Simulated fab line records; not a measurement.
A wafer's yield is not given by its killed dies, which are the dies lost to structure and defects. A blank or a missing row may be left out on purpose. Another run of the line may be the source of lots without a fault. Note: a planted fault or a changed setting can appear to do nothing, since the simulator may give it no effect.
Chamber matching    flow berkeley-cmos170    UCB170_V2_CVD_00 on pecvd-02: 3 sister chambers
The step deposits SiO2 from TEOS/O2, target thk 2000 nm, time 250 s. 16 wafers are shown with their chamber, then 8 later ones without.

EACH WAFER AND ITS CHAMBER
wafer   chamber  heater-power-w (W)
L090.1  2        251
L090.2  0        225
L090.3  1        327
L090.4  2        198
L090.5  1        234
L090.6  0        163
L089.1  2        262
L089.2  0        227
L089.3  0        161
L089.4  2        198
L089.5  0        225
L089.6  2        268
L092.1  0        203
L092.2  2        249
L092.3  0        164
L092.4  2        196

SIGNATURES, as means of the wafers listed above
reading         chamber 0  chamber 1  chamber 2  scatter within a chamber
heater-power-w  195.43     280.50     231.71     36
Rule: for each reading, subtract the chamber's mean from the wafer's reading, divide by that reading's scatter and square the result; add these up over the readings and take the root, which gives the wafer's distance from the chamber. The wafer belongs to the nearest chamber; if the next one is less than 2 further off, it can't be placed. The scatter: take each reading less its chamber's mean, square it, sum over the shown wafers, divide by the number of wafers less the number of chambers, and take the root.

WAFERS MISSING THEIR CHAMBER
wafer   heater-power-w (W)
L092.5  231
L092.6  267
L093.1  255
L093.2  211
L093.3  196
L093.4  164
L093.5  229
L093.6  266

THE CHAMBER EACH PASSED THROUGH
wafer   from the rows above           in truth
L092.5  can't be placed: 2 or 0 or 1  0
L092.6  can't be placed: 1 or 2 or 0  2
L093.1  can't be placed: 2 or 1 or 0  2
L093.2  can't be placed: 0 or 2 or 1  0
L093.3  can't be placed: 0 or 2       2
L093.4  can't be placed: 0 or 2       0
L093.5  can't be placed: 2 or 0 or 1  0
L093.6  can't be placed: 1 or 2 or 0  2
Placed correctly: 0 of 8. Unplaceable from these rows: 8, with the true chamber sitting among the candidates in 8. 0 placed wrongly.
